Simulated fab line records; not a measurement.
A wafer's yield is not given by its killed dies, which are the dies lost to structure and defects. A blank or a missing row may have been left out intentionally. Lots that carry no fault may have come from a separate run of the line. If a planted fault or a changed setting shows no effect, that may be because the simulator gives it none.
A struck lot beside a sound one	flow rit-cmos	15 out of 202 route steps
Sound: the wafers L976.3, L976.4, L976.6. Wafers L982.3, L982.4, L982.6 were the ones struck. Last of all comes the cause.
Each step with rows lists, per side, the tool, then ch with its chambers, then its first start. Under that, the readings that differ: sound wafers	struck wafers	difference of the means	sigmas: that difference in standard deviations of wafers without a fault.
alike: readings with means less than 2 such deviations apart, plus words and numbers identical on both sides. not compared: withheld readings, readings lacking a value on some wafer, bounds such as >300 that could conceal the same value, and numbers that have no deviation in the record and whose values overlap.
A row with sigmas, a row that says differs or no value, or rows on one side alone: a step with any of these is where the two part. Numbers that don't overlap but have no deviation are shown without sigmas and don't part them. Lack of a reading on every wafer of one side parts them only where that side has two or more wafers.

RIT_CONTACT_STRIP_12: strips in O2, time 180 s.
  sound on plasma-asher-04 ch 0,1, day 3 15:37; struck on plasma-asher-03 ch 0,1, day 4 21:22
  alike: drypump-motor-current-A
  not compared: rf-hours-counter-h
RIT_CONTACT_CD_MEAS_90 targets a cd of 1000 nm.
  struck on cd-sem-02, day 4 21:32; sound on cd-sem-01, day 3 15:47
reading	sound	struck	difference	sigmas
cd-nm (nm)	995.5 997.2 993.7	999.9 1000.2 1000.5	+4.7	+2
then, 2 steps without rows for these wafers: RIT_CONTACT_CLEAN_13 (cleans in SC1, time 600 s); RIT_CONTACT_CLEAN_14 (cleans in SC2, time 600 s).
RIT_M1_SPUTTER_00: material Al, target thk 400 nm, time 500 s.
  struck on pvd-sputter-04, day 4 21:58; sound on pvd-sputter-04, day 3 16:14
  alike: throttle-valve-pct
RIT_M1_RS_MEAS_01: the measuring method here is four-point-probe.
  struck on film-metro-03, day 4 22:17; sound on film-metro-04, day 3 16:34
  alike: M1_AL_RS
RIT_M1_THK_MEAS_02: measures by xrf.
  struck on film-metro-03, day 4 22:23; sound on film-metro-04, day 3 16:40
  alike: M1_AL_THK
then, 5 steps without rows for these wafers: RIT_M1_HMDS_03 (prime time 60 s); RIT_M1_COAT_04 (resist thk 1300 nm); RIT_M1_SOFTBAKE_05 (time 60 s); RIT_M1_EXPOSE_06 (exposes mask M12, target cd 2600 nm); RIT_M1_PEB_07.
RIT_M1_DEVELOP_08: develop time 68.94 s.
  sound on litho-track-02 ch 0, day 3 17:00; struck on litho-track-04 ch 0, day 4 23:00
reading	sound	struck	difference	sigmas
developer-temp-C (C)	23.03 22.86 22.95	22.16 22.15 22.06	-0.82	-8
RIT_M1_CD_MEAS_09 targets a cd of 2600 nm.
  struck on cd-sem-01, day 4 23:29; sound on cd-sem-02, day 3 17:43
reading	sound	struck	difference	sigmas
cd-nm (nm)	2601.0 2601.4 2600.6	2592.4 2596.2 2594.3	-6.7	-3
RIT_M1_PROBE_99:
  struck on prober-02, day 5 02:12; sound on prober-02, day 3 21:28
reading	sound	struck	difference	sigmas
defect-limited-yield (%)	96.6 96.6 95.8	99.2 100.0 98.9	+3.0	+3
killed_at_M0_to_M3	1 0 0	0 0 0	+0	-3
killed-at-front-end	8 9 11	2 0 3	-8	-2
killed-dies	9 9 11	2 0 3	-8	-3
killed-short	6 3 7	1 0 2	-4	-2
sort-n-pass	255 255 253	262 264 261	+8	+3
sort-yield-pct (%)	96.6 96.6 95.8	99.2 100.0 98.9	+3.0	+3
  alike: killed-at-contacts, killed-open, sort_bin_3_pad_short, sort_bin_5_function, sort_bin_6_memory

WHERE THEY PART
Earliest at RIT_CONTACT_CD_MEAS_90; latest, in this record, at RIT_M1_PROBE_99.

WHY: what had been put in by the simulator
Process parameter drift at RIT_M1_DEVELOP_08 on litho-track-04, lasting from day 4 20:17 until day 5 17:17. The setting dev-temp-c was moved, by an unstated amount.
